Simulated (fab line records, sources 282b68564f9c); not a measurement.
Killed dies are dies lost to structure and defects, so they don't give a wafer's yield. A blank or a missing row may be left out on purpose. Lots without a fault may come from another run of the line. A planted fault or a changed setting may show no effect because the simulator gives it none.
fab line records | flow rit_cmos
record lots=6 wafers=18 last_day=7
route steps=202 shown PWELL@43 WELLDRIVE@50 NWELL@51 NRETRO@53 M1@202
lots that met no fault: from a run of the same line without faults
start_h: hours from the record's first day to the start of the lot's first wafer shown | wait_h: hours since the lot's step before | " the same as in the row above | L1.1+2: a row that stands for several wafers | - no value, or no start given | * or withheld: withheld | < > ~ a bound
route shown NAME@n: a module of which the file shows steps, and the number in the route of the first | usual: mean/standard deviation of fault-free wafers | same: alike in all rows | chamber/n: place in a boat | sites: the reading at each site | _std_site: their standard deviation | _edge_site: outer sites' mean less inner sites' | radius_mm: how far each site lies from the wafer's centre | mask NAME#n: copy n | behind: the tool/chamber that last shaped the wafer | hold: why the lot was held/for how many hours/how that ended | device: the transistor (n, p or np) that didn't switch | end of line: the same wafers' tests at the end of the route | a step without rows: its recipe alone | killed: dies lost to structure and defects at the first sort, not the wafer's yield | map: a wafer's dies, x killed, . not, _ none there
set.NAME: the setting as run; set.NAME@STEP: as run at that earlier step | model.NAME: the simulator's own value behind a step, which no gauge read
lots at some steps of the route; a table a step, a row a wafer
services: from which hour (start_h, from the record's first day; less than 0 if before it) a tool's chamber was out of use, for how many hours, and why
## steps
# step RIT_PWELL_PEB_04
# recipe resist=NOVOLAK temp_c=withheld time_s=withheld
# step RIT_PWELL_DEVELOP_05
# recipe resist=NOVOLAK develop_time_s=68 dev_temp_c=23
# step RIT_PWELL_OVL_MEAS_06
# usual PWELL_OVL=-0.1/1.4
# columns lot.wafer tool chamber start_h wait_h PWELL_OVL[nm]
L666.1 overlay-02 - 58.13 - 0.1
L666.3 " - " " -1.5
L666.4 " - " " -0.9
L671.1 overlay-02 - 84.09 - 0.7
L671.3 " - " " -0.6
L671.4 " - " " -0.2
L679.2 overlay-02 - 118.93 - 1.8
L679.4 " - " " 1.4
L679.5 " - " " -0.1
L680.1 overlay-01 - 122.92 - -2.1
L680.2 " - " " 0.0
L680.3 " - " " -1.9
L682.2 overlay-02 - 134.01 - 0.8
L682.5 " - " " -0.4
L682.6 " - " " 1.2
L683.1 overlay-01 - 140.83 - 1.8
L683.4 " - " " 1.0
L683.5 " - " " 1.8
# step RIT_PWELL_HARDBAKE_07
# recipe resist=NOVOLAK temp_c=140 time_s=120
# step RIT_PWELL_IMPLANT_08
# recipe species=B energy_kev=170 dose_cm2=7e+13 tilt_deg=7
# step RIT_PWELL_STRIP_09
# recipe chemistry=O2 time_s=180 resist=NOVOLAK platen_temp_c=withheld power_w=500 pressure_mtorr=4000 o2_flow_sccm=4000
# usual drypump_motor_current_A=5.66/0.27
# same time_s=180
# columns lot.wafer tool chamber start_h wait_h drypump_motor_current_A rf_hours_counter_h
L666.1 plasma_asher-04 1 58.57 0.1 5.80 42
L666.3 " 0 " " 5.21 -
L666.4 " 1 " " 5.80 -
L671.1 plasma_asher-03 1 84.52 0.1 5.75 44
L671.3 " 1 " " 5.76 -
L671.4 " 0 " " 5.40 -
L679.2 plasma_asher-03 0 119.36 0.1 5.41 0
L679.4 " 0 " " 5.37 -
L679.5 " 1 " " 5.73 -
L680.1 plasma_asher-02 1 123.47 0.1 6.00 33
L680.2 " 0 " " 5.77 33
L680.3 " 0 " " 5.75 -
L682.2 plasma_asher-02 0 134.44 0.1 5.76 35
L682.5 " 1 " " 6.01 -
L682.6 " 0 " " 5.78 -
L683.1 plasma_asher-04 1 141.27 0.1 5.82 51
L683.4 " 0 " " 5.26 -
L683.5 " 0 " " 5.24 -
# step RIT_PWELL_TW_MEAS_10
# usual PWELL_TW=949/6.5
# columns lot.wafer tool chamber start_h wait_h PWELL_TW
L666.1 film_metro-01 - 58.74 0.1 934
L666.3 " - " " 944
L666.4 " - " " 942
L671.1 film_metro-04 - 84.70 0.1 952
L671.3 " - " " 957
L671.4 " - " " 961
L679.2 film_metro-01 - 119.55 0.1 941
L679.4 " - " " 945
L679.5 " - " " 939
L680.1 film_metro-04 - 123.64 0.1 949
L680.2 " - " " 953
L680.3 " - " " 953
L682.2 film_metro-01 - 134.62 0.1 941
L682.5 " - " " 948
L682.6 " - " " 948
L683.1 film_metro-04 - 141.44 0.1 950
L683.4 " - " " 956
L683.5 " - " " 955
# step RIT_WELLDRIVE_ANNEAL_00
# recipe temp_c=1100 time_s=14700 ambient=N2
# step RIT_WELLDRIVE_RS_MEAS_01
# recipe thk_meas_gauge=four-point-probe
# usual NWELL_RS=275.8/0.85
# columns lot.wafer tool chamber start_h wait_h NWELL_RS[ohm/sq]
L666.1 film_metro-01 - 65.29 0.0 277.8
L666.3 " - " " 277.0
L666.4 " - " " 278.0
L671.1 film_metro-01 - 90.24 0.0 276.7
L671.3 " - " " 276.8
L671.4 " - " " 276.2
L679.2 film_metro-01 - 125.36 0.0 275.9
L679.4 " - " " 275.7
L679.5 " - " " 276.3
L680.1 film_metro-04 - 129.83 0.0 275.5
L680.2 " - " " 275.6
L680.3 " - " " 276.4
L682.2 film_metro-04 - 140.13 0.0 276.3
L682.5 " - " " 276.0
L682.6 " - " " 275.8
L683.1 film_metro-01 - 146.58 0.0 274.7
L683.4 " - " " 275.7
L683.5 " - " " 276.1
# step RIT_WELLDRIVE_RS_MEAS_02
# recipe thk_meas_gauge=four-point-probe
# usual PWELL_RS=430.4/1.3
# columns lot.wafer tool chamber start_h wait_h PWELL_RS[ohm/sq]
L666.1 film_metro-01 - 65.41 0.1 432.3
L666.3 " - " " 432.4
L666.4 " - " " 432.7
L671.1 film_metro-01 - 90.36 0.1 430.3
L671.3 " - " " 430.4
L671.4 " - " " 430.2
L679.2 film_metro-01 - 125.48 0.1 431.6
L679.4 " - " " 433.4
L679.5 " - " " 431.6
L680.1 film_metro-04 - 129.95 0.1 430.8
L680.2 " - " " 431.1
L680.3 " - " " 430.0
L682.2 film_metro-04 - 140.25 0.1 429.8
L682.5 " - " " 430.0
L682.6 " - " " 430.2
L683.1 film_metro-01 - 146.70 0.1 429.9
L683.4 " - " " 429.3
L683.5 " - " " 429.3
# step RIT_NRETRO_HMDS_00
# recipe prime_time_s=60 prime_temp_c=140
# step RIT_NRETRO_COAT_01
# recipe resist=NOVOLAK spin_rpm=2000 resist_thk_nm=1300
# step RIT_NRETRO_SOFTBAKE_02
# recipe resist=NOVOLAK temp_c=90 time_s=60
# usual chill_plate_temp_C=22.99/0.1 heater_power_total_W=34.56/0.051 plate_temp_C=90.00/0.12
# same time_s=60
# columns lot.wafer tool chamber start_h wait_h chill_plate_temp_C heater_power_total_W plate_temp_C
L666.1 litho_track-02 0 65.93 0.1 23.04 34.54 89.86
L666.3 " 0 " " 22.89 34.51 90.01
L666.4 " 0 " " 22.88 34.55 89.79
L671.1 litho_track-04 0 90.90 0.1 23.07 34.56 90.03
L671.3 " 0 " " 23.09 34.54 89.96
L671.4 " 0 " " 23.23 34.68 90.00
L679.2 litho_track-02 0 125.95 0.1 22.84 34.52 89.94
L679.4 " 0 " " 23.01 34.60 89.92
L679.5 " 0 " " 22.98 34.62 90.04
L680.1 litho_track-04 0 130.37 0.1 23.02 33.20 87.23
L680.2 " 0 " " 22.90 33.21 87.34
L680.3 " 0 " " 22.92 33.20 87.35
L682.2 litho_track-02 0 140.67 0.1 23.17 34.65 89.94
L682.5 " 0 " " 23.18 34.56 90.04
L682.6 " 0 " " 23.08 34.55 90.06
L683.1 litho_track-04 0 147.12 0.1 22.92 33.17 87.40
L683.4 " 0 " " 22.94 33.18 87.44
L683.5 " 0 " " 22.92 33.21 87.27
# step RIT_NRETRO_EXPOSE_03
# recipe mask_id=M4 na=0.57 target_cd_nm=43900 dose_mj=250
# step RIT_NRETRO_PEB_04
# recipe resist=NOVOLAK temp_c=withheld time_s=withheld
# step RIT_NRETRO_DEVELOP_05
# recipe resist=NOVOLAK develop_time_s=68 dev_temp_c=23
# usual chill_plate_temp_C=22.99/0.1
# columns lot.wafer tool chamber start_h wait_h chill_plate_temp_C model.NOVOLAK_of_NRETRO_COAT_01.thk_nm
L666.1 litho_track-01 0 - - 23.00 1296
L666.3 " 0 " " 22.93 1297
L666.4 " 0 " " 22.91 1296
L671.1 litho_track-04 0 - - 22.86 1303
L671.3 " 0 " " 23.13 1300
L671.4 " 0 " " 22.98 1306
L679.2 litho_track-01 0 - - 23.11 1301
L679.4 " 0 " " 22.80 1300
L679.5 " 0 " " 23.05 1298
L680.1 litho_track-01 0 - - 22.85 1314
L680.2 " 0 " " 22.85 1315
L680.3 " 0 " " 22.92 1311
L682.2 litho_track-01 0 - - 22.86 1295
L682.5 " 0 " " 22.94 1299
L682.6 " 0 " " 23.00 1294
L683.1 litho_track-02 0 - - 23.03 1306
L683.4 " 0 " " 23.06 1306
L683.5 " 0 " " 22.98 1305
# step RIT_NRETRO_OVL_MEAS_06
# usual NRETRO_OVL=0.5/1.6
# columns lot.wafer tool chamber start_h wait_h NRETRO_OVL[nm]
L666.1 overlay-01 - 66.51 - 0.7
L666.3 " - " " -0.9
L666.4 " - " " 0.3
L671.1 overlay-01 - 91.61 - 2.1
L671.3 " - " " 1.2
L671.4 " - " " 2.1
L679.2 overlay-02 - 126.64 - 3.3
L679.4 " - " " 3.9
L679.5 " - " " 2.6
L680.1 overlay-01 - 131.03 - -0.4
L680.2 " - " " -0.1
L680.3 " - " " 2.6
L682.2 overlay-01 - 141.23 - -1.3
L682.5 " - " " -0.1
L682.6 " - " " 1.3
L683.1 overlay-01 - 147.70 - 2.0
L683.4 " - " " 0.9
L683.5 " - " " 1.8
# step RIT_M1_PROBE_99
# usual killed_at_contacts=0.1/0.37 killed_at_front_end=6.9/2.9 killed_dies=7.1/2.9 killed_open=3.3/1.8 killed_short=3.6/2.2
# same gross_dies=264 killed_at_M0_to_M3=0 killed_at_M4_up=0 killed_at_back_side=0 killed_at_other=0
# columns lot.wafer tool chamber start_h wait_h killed_at_contacts killed_at_front_end killed_dies killed_open killed_short
L666.1 prober-01 - 101.40 0.1 1 6 7 2 4
L666.3 prober-01 - 101.50 0.2 0 9 9 8 1
L666.4 prober-01 - 101.55 0.2 0 7 7 4 3
L671.1 prober-02 - 122.69 0.1 0 10 10 3 7
L671.3 prober-02 - 122.79 0.2 0 5 5 3 2
L671.4 prober-02 - 122.84 0.2 0 7 7 3 4
L679.2 prober-02 - 158.21 0.1 0 4 4 1 3
L679.4 prober-02 - 158.31 0.2 1 1 2 0 1
L679.5 prober-02 - 158.36 0.2 1 5 6 1 4
L682.2 prober-01 - 174.23 0.1 0 9 9 7 2
L682.5 prober-01 - 174.38 0.2 0 9 9 4 5
L682.6 prober-01 - 174.43 0.2 0 7 7 2 5
L683.1 prober-02 - 179.76 0.1 0 9 9 7 2
L683.4 prober-02 - 179.91 0.2 0 5 5 4 1
L683.5 prober-02 - 179.96 0.2 0 9 9 3 6
# killed by level:class
L666.1 FOX1:geometric_particle:short=2 FOX1:geometric_particle:open=1 GATE:geometric_particle:open=1 SPACER:geometric_particle:short=1 CONTACT:geometric_particle:short=1 PRETRO:coat_microbubble_printed=1
L666.3 GATE:geometric_particle:open=4 SPACER:geometric_particle:open=2 FOX1:geometric_particle:open=1 FOX2:geometric_particle:short=1 FOX2:geometric_particle:open=1
L666.4 GATE:geometric_particle:open=3 GATE:geometric_particle:short=2 REOX:geometric_particle:open=1 SILICIDE:geometric_particle:short=1
L671.1 GATE:geometric_particle:short=3 SPACER:geometric_particle:short=3 FOX1:geometric_particle:short=1 GATE:geometric_particle:open=1 REOX:geometric_particle:open=1 SPACER:geometric_particle:open=1
L671.3 GATE:geometric_particle:open=2 GATE:geometric_particle:short=1 SPACER:geometric_particle:open=1 SPACER:geometric_particle:short=1
L671.4 FOX2:geometric_particle:short=1 GATE:geometric_particle:open=1 GATE:geometric_particle:short=1 REOX:geometric_particle:short=1 REOX:geometric_particle:open=1 SPACER:geometric_particle:open=1 SPACER:geometric_particle:short=1
L679.2 GATE:geometric_particle:short=2 FOX2:geometric_particle:open=1 SILICIDE:geometric_particle:short=1
L679.4 GATE:geometric_particle:short=1 CONTACT:coat_microbubble_printed=1
L679.5 GATE:geometric_particle:short=2 GATE:geometric_particle:open=1 REOX:geometric_particle:short=1 SILICIDE:geometric_particle:short=1 CONTACT:coat_microbubble_printed=1
L682.2 GATE:geometric_particle:open=3 REOX:geometric_particle:open=2 FOX1:geometric_particle:open=1 FOX2:geometric_particle:short=1 GATE:geometric_particle:short=1 SILICIDE:geometric_particle:open=1
L682.5 FOX1:geometric_particle:short=3 REOX:geometric_particle:open=2 FOX1:geometric_particle:open=1 GATE:geometric_particle:short=1 REOX:geometric_particle:short=1 SPACER:geometric_particle:open=1
L682.6 FOX1:geometric_particle:short=1 GATE:geometric_particle:open=1 GATE:geometric_particle:short=1 SPACER:geometric_particle:short=1 SILICIDE:geometric_particle:short=1 SILICIDE:geometric_particle:open=1 STARTING-WAFER:geometric_particle:short=1
L683.1 FOX1:geometric_particle:open=2 GATE:geometric_particle:open=2 REOX:geometric_particle:open=2 FOX1:geometric_particle:short=1 FOX2:geometric_particle:open=1 SPACER:geometric_particle:short=1
L683.4 GATE:geometric_particle:open=4 GATE:geometric_particle:short=1
L683.5 GATE:geometric_particle:short=4 REOX:geometric_particle:short=2 REOX:geometric_particle:open=2 GATE:geometric_particle:open=1
## services
# columns tool chamber start_h hours kind
plasma_asher-02 - 58.08 9.8 repair
plasma_asher-02 - 67.84 9.9 pm
plasma_asher-04 - 94.35 2.1 repair
plasma_asher-04 - 100.74 0.8 repair
plasma_asher-03 - 108.75 9.0 pm
plasma_asher-03 0 108.75 9.0 vent_cycle
plasma_asher-03 1 108.75 9.0 vent_cycle
plasma_asher-03 0 117.75 - clean
plasma_asher-03 1 117.75 - clean
## key
first_sign step=RIT_NRETRO_SOFTBAKE_02 reading=heater_power_total_W direction=down sigmas=27 usual=34.56 struck=33.20
effect step=RIT_NRETRO_SOFTBAKE_02 reading=plate_temp_C direction=down sigmas=22 usual=* struck=*
model_effect step=RIT_NRETRO_DEVELOP_05 value=NOVOLAK_of_NRETRO_COAT_01.thk_nm without=1300 struck=1310
met_at RIT_NRETRO_SOFTBAKE_02
struck_wafers L680.1,L680.2,L680.3,L683.1,L683.4,L683.5
tester_left_out L680,L683
onset_between 90.90 130.37
fault kind=process_parameter_drift tool=litho_track-04 chamber=- onset_h=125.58 steps=RIT_NRETRO_SOFTBAKE_02 channel=temp_c offset=* shape=step end_h=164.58 acts_in=* stated=*
# tester_left_out: of these lots the tester's yield and bins aren't shown, on N5 and GAA mostly nor the transistor test; their killed dies are dies lost to structure and defects alone, not to doping, threshold or leakage, so they don't give the yield
